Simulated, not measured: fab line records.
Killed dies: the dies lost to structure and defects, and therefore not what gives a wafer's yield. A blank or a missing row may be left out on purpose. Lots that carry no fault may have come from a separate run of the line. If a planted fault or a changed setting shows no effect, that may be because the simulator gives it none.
fab line records + flow rit_cmos
[record]
- lots = 7
- wafers = 21
- last_day = 7
route steps=202 shown NWELL@35 PWELL@39 WELLDRIVE@50 NRETRO@53 M1@202
lots with no fault: from the same line, run without faults
start_h: hours from the record's first day to the start of the lot's first wafer shown + wait_h: hours since the lot's step before + " unchanged from the row above + L1.1+2: several wafers, shown together as one row + - no value, or no start given + * or withheld: withheld + < > ~ a bound
route shown NAME@n: a module of which the file shows steps, and the number in the route of the first + usual: mean/standard deviation of fault-free wafers + same: alike in all rows + chamber/n: place in a boat + sites: per-site readings + _std_site: standard deviation across them + _edge_site: inner sites' mean taken away from outer sites' mean + radius_mm: for every site, how far away it sits from the centre of the wafer + mask NAME#n: copy n + behind: the tool/chamber that last shaped the wafer + hold: what put the lot on hold/how long, in hours/how the hold closed + device: whichever transistor did not switch (one of n, p or np) + end of line: the same wafers' tests at the end of the route + for a step that has no rows: nothing shown but its recipe + killed: count of dies lost to structure and defects at first sort (not the wafer's yield) + map: a wafer's dies, x killed, . not, _ none there
set.NAME: setting as actually run; set.NAME@STEP: the setting as run at that earlier step + model.NAME: the simulator's own value behind a step, which no gauge read
certain route steps with their lots: each step a table, each wafer a row
services: when a tool's chamber went out of use (start_h, in hours from the record's first day, below 0 if earlier), for how many hours, and the reason
[[steps]]
[step RIT_NWELL_HARDBAKE_07]
[recipe]
- resist = NOVOLAK
- temp_c = 140
- time_s = 120
[step RIT_NWELL_IMPLANT_08]
[recipe]
- species = P
- energy_kev = 170
- dose_cm2 = 5e+13
- tilt_deg = 7
[step RIT_NWELL_STRIP_09]
[recipe]
- chemistry = O2
- time_s = 180
- resist = NOVOLAK
- platen_temp_c = withheld
- power_w = 500
- pressure_mtorr = 4000
- o2_flow_sccm = 4000
[usual]
- drypump_motor_current_A = 5.3/0.5
| lot.wafer | tool            | chamber | start_h | wait_h | drypump_motor_current_A | rf_hours_counter_h |
|-----------|-----------------|---------|---------|--------|-------------------------|--------------------|
| L750.1    | plasma_asher-03 | 1       | 41.88   | 0.1    | 5.4                     | 34                 |
| L750.2    | "               | 0       | "       | "      | 5.4                     | 34                 |
| L750.6    | "               | 0       | "       | "      | 5.4                     | -                  |
| L753.1    | plasma_asher-02 | 0       | 55.92   | 0.1    | 4.7                     | 28                 |
| L753.2    | "               | 1       | "       | "      | 5.5                     | 28                 |
| L753.6    | "               | 1       | "       | "      | 5.5                     | -                  |
| L754.3    | plasma_asher-02 | 1       | 61.44   | 0.1    | 5.5                     | -                  |
| L754.4    | "               | 0       | "       | "      | 4.7                     | -                  |
| L754.6    | "               | 0       | "       | "      | 4.7                     | -                  |
| L755.1    | plasma_asher-02 | 0       | 67.98   | 0.1    | 4.7                     | 29                 |
| L755.2    | "               | 1       | "       | "      | 5.5                     | 29                 |
| L755.4    | "               | 1       | "       | "      | 5.5                     | -                  |
| L756.3    | plasma_asher-04 | 0       | 70.81   | 0.1    | 6.3                     | -                  |
| L756.4    | "               | 1       | "       | "      | 4.8                     | -                  |
| L756.6    | "               | 0       | "       | "      | 6.3                     | -                  |
| L763.4    | plasma_asher-04 | 1       | 105.89  | 0.1    | 4.8                     | -                  |
| L763.5    | "               | 0       | "       | "      | 6.3                     | -                  |
| L763.6    | "               | 1       | "       | "      | 4.9                     | -                  |
| L769.1    | plasma_asher-02 | 0       | 138.39  | 0.1    | 4.7                     | 36                 |
| L769.5    | "               | 0       | "       | "      | 4.7                     | -                  |
| L769.6    | "               | 1       | "       | "      | 5.5                     | -                  |
[step RIT_NWELL_TW_MEAS_10]
[usual]
- NWELL_TW = 2151/15
| lot.wafer | tool          | chamber | start_h | wait_h | NWELL_TW |
|-----------|---------------|---------|---------|--------|----------|
| L750.1    | film_metro-04 | -       | 42.06   | 0.1    | 2137     |
| L750.2    | "             | -       | "       | "      | 2137     |
| L750.6    | "             | -       | "       | "      | 2130     |
| L753.1    | film_metro-03 | -       | 56.10   | 0.1    | 2175     |
| L753.2    | "             | -       | "       | "      | 2177     |
| L753.6    | "             | -       | "       | "      | 2166     |
| L754.3    | film_metro-04 | -       | 61.58   | 0.1    | 2129     |
| L754.4    | "             | -       | "       | "      | 2142     |
| L754.6    | "             | -       | "       | "      | 2135     |
| L755.1    | film_metro-02 | -       | 68.16   | 0.1    | 2147     |
| L755.2    | "             | -       | "       | "      | 2153     |
| L755.4    | "             | -       | "       | "      | 2149     |
| L756.3    | film_metro-03 | -       | 70.95   | 0.1    | 2156     |
| L756.4    | "             | -       | "       | "      | 2164     |
| L756.6    | "             | -       | "       | "      | 2178     |
| L763.4    | film_metro-02 | -       | 106.03  | 0.1    | 2155     |
| L763.5    | "             | -       | "       | "      | 2158     |
| L763.6    | "             | -       | "       | "      | 2160     |
| L769.1    | film_metro-03 | -       | 138.56  | 0.1    | 2168     |
| L769.5    | "             | -       | "       | "      | 2157     |
| L769.6    | "             | -       | "       | "      | 2160     |
[step RIT_PWELL_HMDS_00]
[recipe]
- prime_time_s = 60
- prime_temp_c = 140
[step RIT_PWELL_COAT_01]
[recipe]
- resist = NOVOLAK
- spin_rpm = 2000
- resist_thk_nm = 1300
[step RIT_PWELL_SOFTBAKE_02]
[recipe]
- resist = NOVOLAK
- temp_c = 90
- time_s = 60
[step RIT_PWELL_EXPOSE_03]
[recipe]
- mask_id = M3
- na = 0.57
- target_cd_nm = 43700
- dose_mj = 250
[step RIT_PWELL_PEB_04]
[recipe]
- resist = NOVOLAK
- temp_c = withheld
- time_s = withheld
[step RIT_PWELL_DEVELOP_05]
[recipe]
- resist = NOVOLAK
- develop_time_s = 68
- dev_temp_c = 23.31
[step RIT_PWELL_OVL_MEAS_06]
[usual]
- PWELL_OVL = 0.0/1.3
| lot.wafer | tool       | chamber | start_h | wait_h | PWELL_OVL[nm] |
|-----------|------------|---------|---------|--------|---------------|
| L750.1    | overlay-01 | -       | 43.10   | -      | 0.1           |
| L750.2    | "          | -       | "       | "      | -0.2          |
| L750.6    | "          | -       | "       | "      | -0.1          |
| L753.1    | overlay-01 | -       | 57.04   | -      | -2.9          |
| L753.2    | "          | -       | "       | "      | 1.8           |
| L753.6    | "          | -       | "       | "      | -0.4          |
| L754.3    | overlay-02 | -       | 62.70   | -      | 0.8           |
| L754.4    | "          | -       | "       | "      | 0.1           |
| L754.6    | "          | -       | "       | "      | 2.1           |
| L755.1    | overlay-02 | -       | 69.22   | -      | -2.3          |
| L755.2    | "          | -       | "       | "      | -0.5          |
| L755.4    | "          | -       | "       | "      | -2.7          |
| L756.3    | overlay-01 | -       | 71.88   | -      | 1.1           |
| L756.4    | "          | -       | "       | "      | -0.3          |
| L756.6    | "          | -       | "       | "      | -0.2          |
| L763.4    | overlay-01 | -       | 107.10  | -      | 3.2           |
| L763.5    | "          | -       | "       | "      | 1.5           |
| L763.6    | "          | -       | "       | "      | 0.8           |
| L769.1    | overlay-02 | -       | 139.66  | -      | 1.8           |
| L769.5    | "          | -       | "       | "      | 1.2           |
| L769.6    | "          | -       | "       | "      | 1.5           |
[step RIT_PWELL_HARDBAKE_07]
[recipe]
- resist = NOVOLAK
- temp_c = 140
- time_s = 120
[step RIT_PWELL_IMPLANT_08]
[recipe]
- species = B
- energy_kev = 170
- dose_cm2 = 7e+13
- tilt_deg = 7
[usual]
- beam_on_s = 9.98/0.19
- dose_ions_cm2 = 6.999e+13/7.2e+10
- faraday_current_uA = 222/4.2
| lot.wafer | tool         | chamber | start_h | wait_h | beam_on_s | dose_ions_cm2 | faraday_current_uA |
|-----------|--------------|---------|---------|--------|-----------|---------------|--------------------|
| L750.1    | implanter-04 | 0       | 43.38   | 0.2    | 10.08     | 6.995e+13     | 220                |
| L750.2    | "            | 0       | "       | "      | 9.91      | 7.008e+13     | 224                |
| L750.6    | "            | 0       | "       | "      | 10.14     | 7.002e+13     | 220                |
| L753.1    | implanter-04 | 0       | 57.32   | 0.2    | 9.81      | 7.011e+13     | 226                |
| L753.2    | "            | 0       | "       | "      | 9.95      | 7.01e+13      | 223                |
| L753.6    | "            | 0       | "       | "      | 10.10     | 7.005e+13     | 222                |
| L754.3    | implanter-04 | 0       | 63.02   | 0.2    | 10.08     | 6.638e+13     | 209                |
| L754.4    | "            | 0       | "       | "      | 9.90      | 6.649e+13     | 213                |
| L754.6    | "            | 0       | "       | "      | 10.02     | 6.652e+13     | 209                |
| L755.1    | implanter-04 | 0       | 69.51   | 0.2    | 10.03     | 6.646e+13     | 210                |
| L755.2    | "            | 0       | "       | "      | 9.75      | 6.645e+13     | 216                |
| L755.4    | "            | 0       | "       | "      | 9.93      | 6.642e+13     | 212                |
| L756.3    | implanter-04 | 0       | 72.32   | 0.2    | 10.15     | 6.652e+13     | 208                |
| L756.4    | "            | 0       | "       | "      | 9.99      | 6.65e+13      | 211                |
| L756.6    | "            | 0       | "       | "      | 9.79      | 6.651e+13     | 216                |
| L763.4    | implanter-02 | 0       | 107.45  | 0.2    | 9.97      | 7.011e+13     | 221                |
| L763.5    | "            | 0       | "       | "      | 9.46      | 7.008e+13     | 233                |
| L763.6    | "            | 0       | "       | "      | 9.79      | 6.996e+13     | 228                |
| L769.1    | implanter-03 | 0       | 139.94  | 0.2    | 10.20     | 6.988e+13     | 219                |
| L769.5    | "            | 0       | "       | "      | 9.77      | 7.003e+13     | 226                |
| L769.6    | "            | 0       | "       | "      | 9.96      | 6.995e+13     | 222                |
[step RIT_PWELL_STRIP_09]
[recipe]
- chemistry = O2
- time_s = 180
- resist = NOVOLAK
- platen_temp_c = withheld
- power_w = 500
- pressure_mtorr = 4000
- o2_flow_sccm = 4000
[usual]
- drypump_motor_current_A = 5.6/0.58
| lot.wafer | tool            | chamber | start_h | wait_h | drypump_motor_current_A | rf_hours_counter_h |
|-----------|-----------------|---------|---------|--------|-------------------------|--------------------|
| L750.1    | plasma_asher-04 | 1       | 43.53   | 0.1    | 4.9                     | 43                 |
| L750.2    | "               | 0       | "       | "      | 6.3                     | 43                 |
| L750.6    | "               | 0       | "       | "      | 6.3                     | -                  |
| L753.1    | plasma_asher-04 | 0       | 57.47   | 0.1    | 6.3                     | 44                 |
| L753.2    | "               | 1       | "       | "      | 4.9                     | 44                 |
| L753.6    | "               | 0       | "       | "      | 6.3                     | -                  |
| L754.3    | plasma_asher-01 | 1       | 63.18   | 0.1    | 6.1                     | -                  |
| L754.4    | "               | 0       | "       | "      | 6.0                     | -                  |
| L754.6    | "               | 1       | "       | "      | 6.0                     | -                  |
| L755.1    | plasma_asher-03 | 0       | 69.66   | 0.1    | 5.4                     | 37                 |
| L755.2    | "               | 1       | "       | "      | 5.4                     | 37                 |
| L755.4    | "               | 0       | "       | "      | 5.4                     | -                  |
| L756.3    | plasma_asher-03 | 1       | 72.48   | 0.1    | 5.4                     | -                  |
| L756.4    | "               | 0       | "       | "      | 5.4                     | -                  |
| L756.6    | "               | 1       | "       | "      | 5.4                     | -                  |
| L763.4    | plasma_asher-01 | 1       | 107.58  | 0.1    | 6.0                     | -                  |
| L763.5    | "               | 0       | "       | "      | 5.9                     | -                  |
| L763.6    | "               | 1       | "       | "      | 6.1                     | -                  |
| L769.1    | plasma_asher-04 | 1       | 140.09  | 0.1    | 4.9                     | 54                 |
| L769.5    | "               | 0       | "       | "      | 6.3                     | -                  |
| L769.6    | "               | 1       | "       | "      | 4.8                     | -                  |
[step RIT_PWELL_TW_MEAS_10]
[usual]
- PWELL_TW = 954/5.4
| lot.wafer | tool          | chamber | start_h | wait_h | PWELL_TW |
|-----------|---------------|---------|---------|--------|----------|
| L750.1    | film_metro-03 | -       | 43.71   | 0.1    | 958      |
| L750.2    | "             | -       | "       | "      | 955      |
| L750.6    | "             | -       | "       | "      | 957      |
| L753.1    | film_metro-03 | -       | 57.65   | 0.1    | 961      |
| L753.2    | "             | -       | "       | "      | 960      |
| L753.6    | "             | -       | "       | "      | 961      |
| L754.3    | film_metro-03 | -       | 63.32   | 0.1    | 944      |
| L754.4    | "             | -       | "       | "      | 946      |
| L754.6    | "             | -       | "       | "      | 950      |
| L755.1    | film_metro-02 | -       | 69.83   | 0.1    | 938      |
| L755.2    | "             | -       | "       | "      | 940      |
| L755.4    | "             | -       | "       | "      | 941      |
| L756.3    | film_metro-02 | -       | 72.62   | 0.1    | 941      |
| L756.4    | "             | -       | "       | "      | 938      |
| L756.6    | "             | -       | "       | "      | 938      |
| L763.4    | film_metro-04 | -       | 107.73  | 0.1    | 950      |
| L763.5    | "             | -       | "       | "      | 948      |
| L763.6    | "             | -       | "       | "      | 948      |
| L769.1    | film_metro-03 | -       | 140.27  | 0.1    | 959      |
| L769.5    | "             | -       | "       | "      | 957      |
| L769.6    | "             | -       | "       | "      | 958      |
[step RIT_WELLDRIVE_ANNEAL_00]
[recipe]
- temp_c = 1100
- time_s = 14700
- ambient = N2
[step RIT_WELLDRIVE_RS_MEAS_01]
[recipe]
- thk_meas_gauge = four-point-probe
[usual]
- NWELL_RS = 275.5/0.81
| lot.wafer | tool          | chamber | start_h | wait_h | NWELL_RS[ohm/sq] |
|-----------|---------------|---------|---------|--------|------------------|
| L750.1    | film_metro-04 | -       | 48.85   | 0.0    | 274.5            |
| L750.2    | "             | -       | "       | "      | 274.5            |
| L750.6    | "             | -       | "       | "      | 274.8            |
| L753.1    | film_metro-04 | -       | 62.79   | 0.0    | 276.0            |
| L753.2    | "             | -       | "       | "      | 275.7            |
| L753.6    | "             | -       | "       | "      | 276.2            |
| L754.3    | film_metro-03 | -       | 69.21   | 0.0    | 275.4            |
| L754.4    | "             | -       | "       | "      | 275.6            |
| L754.6    | "             | -       | "       | "      | 275.3            |
| L755.1    | film_metro-03 | -       | 74.98   | 0.0    | 276.4            |
| L755.2    | "             | -       | "       | "      | 275.4            |
| L755.4    | "             | -       | "       | "      | 274.8            |
| L756.3    | film_metro-04 | -       | 79.14   | 0.0    | 276.6            |
| L756.4    | "             | -       | "       | "      | 276.1            |
| L756.6    | "             | -       | "       | "      | 276.0            |
| L763.4    | film_metro-02 | -       | 113.18  | 0.1    | 275.4            |
| L763.5    | "             | -       | "       | "      | 275.0            |
| L763.6    | "             | -       | "       | "      | 275.1            |
| L769.1    | film_metro-02 | -       | 146.75  | 0.0    | 274.9            |
| L769.5    | "             | -       | "       | "      | 275.3            |
| L769.6    | "             | -       | "       | "      | 275.1            |
[step RIT_WELLDRIVE_RS_MEAS_02]
[recipe]
- thk_meas_gauge = four-point-probe
[usual]
- PWELL_RS = 429.5/1.1
| lot.wafer | tool          | chamber | start_h | wait_h | PWELL_RS[ohm/sq] |
|-----------|---------------|---------|---------|--------|------------------|
| L750.1    | film_metro-04 | -       | 48.97   | 0.1    | 429.0            |
| L750.2    | "             | -       | "       | "      | 429.8            |
| L750.6    | "             | -       | "       | "      | 430.0            |
| L753.1    | film_metro-04 | -       | 62.91   | 0.1    | 430.9            |
| L753.2    | "             | -       | "       | "      | 430.8            |
| L753.6    | "             | -       | "       | "      | 430.7            |
| L754.3    | film_metro-03 | -       | 69.33   | 0.1    | 445.8            |
| L754.4    | "             | -       | "       | "      | 445.8            |
| L754.6    | "             | -       | "       | "      | 444.3            |
| L755.1    | film_metro-03 | -       | 75.10   | 0.1    | 442.6            |
| L755.2    | "             | -       | "       | "      | 442.5            |
| L755.4    | "             | -       | "       | "      | 442.0            |
| L756.3    | film_metro-04 | -       | 79.26   | 0.1    | 442.7            |
| L756.4    | "             | -       | "       | "      | 442.9            |
| L756.6    | "             | -       | "       | "      | 442.7            |
| L763.4    | film_metro-02 | -       | 113.30  | 0.1    | 428.2            |
| L763.5    | "             | -       | "       | "      | 429.4            |
| L763.6    | "             | -       | "       | "      | 429.7            |
| L769.1    | film_metro-02 | -       | 146.87  | 0.1    | 427.9            |
| L769.5    | "             | -       | "       | "      | 427.8            |
| L769.6    | "             | -       | "       | "      | 429.5            |
[step RIT_NRETRO_HMDS_00]
[recipe]
- prime_time_s = 60
- prime_temp_c = 140
[step RIT_M1_PROBE_99]
[usual]
- killed_at_contacts = 0.0/0.2
- killed_at_front_end = 7/3.1
- killed_dies = 7/3.1
- killed_on_rim = 1.9/1.4
- killed_open = 3.5/1.9
- killed_short = 3.6/2.1
[same]
- gross_dies = 264
- killed_at_M0_to_M3 = 0
- killed_at_M4_up = 0
- killed_at_back_side = 0
- killed_at_other = 0
| lot.wafer | tool      | chamber | start_h | wait_h | killed_at_contacts | killed_at_front_end | killed_dies | killed_on_rim | killed_open | killed_short | model.etest.pwell_pinched.rs_ohm_sq | model.etest.pwell.rs_ohm_sq | model.etest.diode_nplus_pwell.bv_v | model.etest.diode_nplus_pwell.cj_ff_um2 |
|-----------|-----------|---------|---------|--------|--------------------|---------------------|-------------|---------------|-------------|--------------|-------------------------------------|-----------------------------|------------------------------------|-----------------------------------------|
| L750.1    | prober-02 | -       | 78.49   | 0.1    | 0                  | 7                   | 7           | 4             | 3           | 4            | 453.6                               | 414.9                       | 5.951                              | 2.057                                   |
| L750.2    | prober-02 | -       | 78.54   | 0.1    | 0                  | 7                   | 7           | 1             | 4           | 3            | 460.6                               | 420.1                       | 5.968                              | 2.058                                   |
| L750.6    | prober-02 | -       | 78.74   | 0.2    | 0                  | 9                   | 9           | 2             | 3           | 6            | 455.9                               | 415.3                       | 5.953                              | 2.063                                   |
| L753.1    | prober-01 | -       | 90.90   | 0.1    | 0                  | 2                   | 2           | 1             | 0           | 2            | 461.4                               | 423                         | 6.024                              | 2.045                                   |
| L753.2    | prober-01 | -       | 90.95   | 0.1    | 0                  | 10                  | 10          | 3             | 3           | 7            | 456.1                               | 422.2                       | 6.086                              | 2.023                                   |
| L753.6    | prober-01 | -       | 91.15   | 0.2    | 0                  | 5                   | 5           | 3             | 3           | 2            | 452.6                               | 418.8                       | 6.111                              | 2.005                                   |
| L754.3    | prober-02 | -       | 98.29   | 0.2    | 0                  | 6                   | 6           | 2             | 3           | 3            | 474.9                               | 432                         | 6.092                              | 2.029                                   |
| L754.4    | prober-02 | -       | 98.34   | 0.2    | 0                  | 5                   | 5           | 1             | 3           | 2            | 468.9                               | 433.9                       | 6.073                              | 2.018                                   |
| L754.6    | prober-02 | -       | 98.44   | 0.2    | 0                  | 10                  | 10          | 1             | 5           | 5            | 475.4                               | 433.8                       | 6.065                              | 2.034                                   |
| L755.1    | prober-01 | -       | 103.67  | 0.1    | 0                  | 3                   | 3           | 0             | 2           | 1            | 477.6                               | 431.3                       | 6.147                              | 2.021                                   |
| L755.2    | prober-01 | -       | 103.72  | 0.1    | 0                  | 4                   | 4           | 1             | 1           | 3            | 475.2                               | 433.7                       | 6.133                              | 2.013                                   |
| L755.4    | prober-01 | -       | 103.82  | 0.2    | 1                  | 9                   | 10          | 2             | 3           | 7            | 479.7                               | 426.9                       | 6.116                              | 2.028                                   |
| L756.3    | prober-02 | -       | 107.28  | 0.2    | 0                  | 5                   | 5           | 3             | 2           | 3            | 484.3                               | 429                         | 6.11                               | 2.044                                   |
| L756.4    | prober-02 | -       | 107.33  | 0.2    | 0                  | 2                   | 2           | 0             | 0           | 2            | 473.5                               | 426.1                       | 6.041                              | 2.034                                   |
| L756.6    | prober-02 | -       | 107.43  | 0.2    | 0                  | 11                  | 11          | 3             | 6           | 5            | 477.9                               | 428.8                       | 6.058                              | 2.039                                   |
| L763.4    | prober-01 | -       | 143.59  | 0.2    | 0                  | 7                   | 7           | 1             | 3           | 4            | 453.7                               | 410.6                       | 5.923                              | 2.08                                    |
| L763.5    | prober-01 | -       | 143.64  | 0.2    | 0                  | 5                   | 5           | 2             | 2           | 3            | 451.3                               | 414.6                       | 5.931                              | 2.07                                    |
| L763.6    | prober-01 | -       | 143.69  | 0.2    | 0                  | 16                  | 16          | 4             | 8           | 8            | 454.1                               | 412.2                       | 5.933                              | 2.078                                   |
| L769.1    | prober-01 | -       | 176.41  | 0.1    | 0                  | 5                   | 5           | 1             | 2           | 3            | 468.4                               | 416.7                       | 6.022                              | 2.074                                   |
| L769.5    | prober-01 | -       | 176.61  | 0.2    | 1                  | 11                  | 12          | 2             | 7           | 5            | 453.3                               | 413.7                       | 5.991                              | 2.055                                   |
| L769.6    | prober-01 | -       | 176.66  | 0.2    | 0                  | 4                   | 4           | 1             | 2           | 2            | 464.7                               | 417.4                       | 6.023                              | 2.067                                   |
// killed by level:class
L750.1 GATE:geometric_particle:short=2 REOX:geometric_particle:open=2 FOX2:geometric_particle:open=1 REOX:geometric_particle:short=1 SILICIDE:geometric_particle:short=1
L750.2 FOX1:geometric_particle:open=2 GATE:geometric_particle:short=2 FOX2:geometric_particle:open=1 REOX:geometric_particle:open=1 REOX:geometric_particle:short=1
L750.6 FOX1:geometric_particle:short=2 GATE:geometric_particle:short=2 GATE:geometric_particle:open=2 FOX1:geometric_particle:open=1 REOX:geometric_particle:short=1 SILICIDE:geometric_particle:short=1
L753.1 FOX2:geometric_particle:short=1 SPACER:geometric_particle:short=1
L753.2 SPACER:geometric_particle:short=4 GATE:geometric_particle:open=2 SILICIDE:geometric_particle:short=2 GATE:geometric_particle:short=1 SILICIDE:geometric_particle:open=1
L753.6 REOX:geometric_particle:short=2 REOX:geometric_particle:open=1 SPACER:geometric_particle:open=1 SILICIDE:geometric_particle:open=1
L754.3 FOX1:geometric_particle:open=1 FOX1:geometric_particle:short=1 FOX2:geometric_particle:short=1 GATE:geometric_particle:open=1 REOX:geometric_particle:short=1 REOX:geometric_particle:open=1
L754.4 SPACER:geometric_particle:open=2 GATE:geometric_particle:open=1 GATE:geometric_particle:short=1 SPACER:geometric_particle:short=1
L754.6 GATE:geometric_particle:short=5 GATE:geometric_particle:open=2 REOX:geometric_particle:open=2 FOX1:geometric_particle:open=1
L755.1 REOX:geometric_particle:short=1 REOX:geometric_particle:open=1 SPACER:geometric_particle:open=1
L755.2 SPACER:geometric_particle:short=2 GATE:geometric_particle:open=1 SILICIDE:geometric_particle:short=1
L755.4 REOX:geometric_particle:short=4 REOX:geometric_particle:open=2 FOX1:geometric_particle:short=1 GATE:geometric_particle:short=1 SPACER:geometric_particle:short=1 CONTACT:geometric_particle:open=1
L756.3 GATE:geometric_particle:short=2 FOX1:geometric_particle:short=1 FOX2:geometric_particle:open=1 GATE:geometric_particle:open=1
L756.4 FOX1:geometric_particle:short=1 SILICIDE:geometric_particle:short=1
L756.6 GATE:geometric_particle:open=5 REOX:geometric_particle:short=2 FOX1:geometric_particle:short=1 FOX1:geometric_particle:open=1 FOX2:geometric_particle:short=1 SPACER:geometric_particle:short=1
L763.4 GATE:geometric_particle:open=2 GATE:geometric_particle:short=2 SILICIDE:geometric_particle:short=2 REOX:geometric_particle:open=1
L763.5 FOX1:geometric_particle:short=2 FOX1:geometric_particle:open=1 SPACER:geometric_particle:open=1 SILICIDE:geometric_particle:short=1
L763.6 GATE:geometric_particle:open=5 GATE:geometric_particle:short=5 FOX1:geometric_particle:short=1 FOX1:geometric_particle:open=1 FOX2:geometric_particle:short=1 FOX2:geometric_particle:open=1 SPACER:geometric_particle:open=1 SILICIDE:geometric_particle:short=1
L769.1 GATE:geometric_particle:open=1 GATE:geometric_particle:short=1 SPACER:geometric_particle:short=1 SILICIDE:geometric_particle:short=1 SILICIDE:geometric_particle:open=1
L769.5 GATE:geometric_particle:open=3 REOX:geometric_particle:short=2 SILICIDE:geometric_particle:open=2 FOX1:geometric_particle:short=1 FOX1:geometric_particle:open=1 GATE:geometric_particle:short=1 SILICIDE:geometric_particle:short=1 CONTACT:geometric_particle:open=1
L769.6 FOX1:geometric_particle:short=1 REOX:geometric_particle:short=1 REOX:geometric_particle:open=1 SILICIDE:geometric_particle:open=1
[[services]]
| tool            | chamber | start_h | hours | kind       |
|-----------------|---------|---------|-------|------------|
| plasma_asher-03 | -       | 30.14   | 7.3   | repair     |
| plasma_asher-02 | -       | 50.59   | 2.3   | repair     |
| plasma_asher-01 | -       | 60.14   | 2.8   | pm         |
| implanter-02    | -       | 67.03   | 3.9   | pm         |
| implanter-04    | -       | 76.94   | 5.0   | pm         |
| plasma_asher-02 | -       | 77.20   | 0.7   | repair     |
| plasma_asher-02 | -       | 78.69   | 1.6   | repair     |
| plasma_asher-03 | -       | 79.26   | 1.9   | repair     |
| plasma_asher-02 | -       | 88.25   | 2.5   | repair     |
| plasma_asher-03 | -       | 108.75  | 9.0   | pm         |
| plasma_asher-03 | 0       | 108.75  | 9.0   | vent_cycle |
| plasma_asher-03 | 1       | 108.75  | 9.0   | vent_cycle |
| plasma_asher-03 | 0       | 117.75  | -     | clean      |
| plasma_asher-03 | 1       | 117.75  | -     | clean      |
| implanter-03    | -       | 123.40  | 1.6   | repair     |
| plasma_asher-03 | -       | 133.45  | 1.9   | repair     |
| implanter-04    | -       | 138.11  | 7.0   | repair     |
[[key]]
[first_sign]
- step = RIT_PWELL_IMPLANT_08
- reading = dose_ions_cm2
- direction = down
- sigmas = 49
- usual = 6.999e+13
- struck = 6.647e+13
[effect]
- step = RIT_PWELL_IMPLANT_08
- reading = faraday_current_uA
- direction = down
- sigmas = 2.6
- usual = 222
- struck = 212
[effect]
- step = RIT_PWELL_TW_MEAS_10
- reading = PWELL_TW
- direction = down
- sigmas = 2.2
- usual = 954
- struck = 942
[effect]
- step = RIT_WELLDRIVE_RS_MEAS_02
- reading = PWELL_RS
- direction = up
- sigmas = 13
- usual = 429.5
- struck = 443.5
[model_effect]
- step = RIT_M1_PROBE_99
- value = etest.pwell_pinched.rs_ohm_sq
- without = 460.5
- struck = 476.4
met_at RIT_PWELL_IMPLANT_08
struck_wafers L754.3,L754.4,L754.6,L755.1,L755.2,L755.4,L756.3,L756.4,L756.6
tester_left_out L754,L755,L756
onset_between 57.32 63.02
[fault]
- kind = process_parameter_drift
- tool = implanter-04
- chamber = -
- onset_h = 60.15
- steps = RIT_PWELL_IMPLANT_08
- channel = dose_cm2
- offset = -3.5e+12
- shape = step
- end_h = 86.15
- acts_in = these_recipes_only
- stated = 7e+13
// tester_left_out: of these lots the tester's yield and bins aren't shown, on N5 and GAA mostly nor the transistor test; their killed dies are dies lost to structure and defects alone, not to doping, threshold or leakage, so they don't give the yield
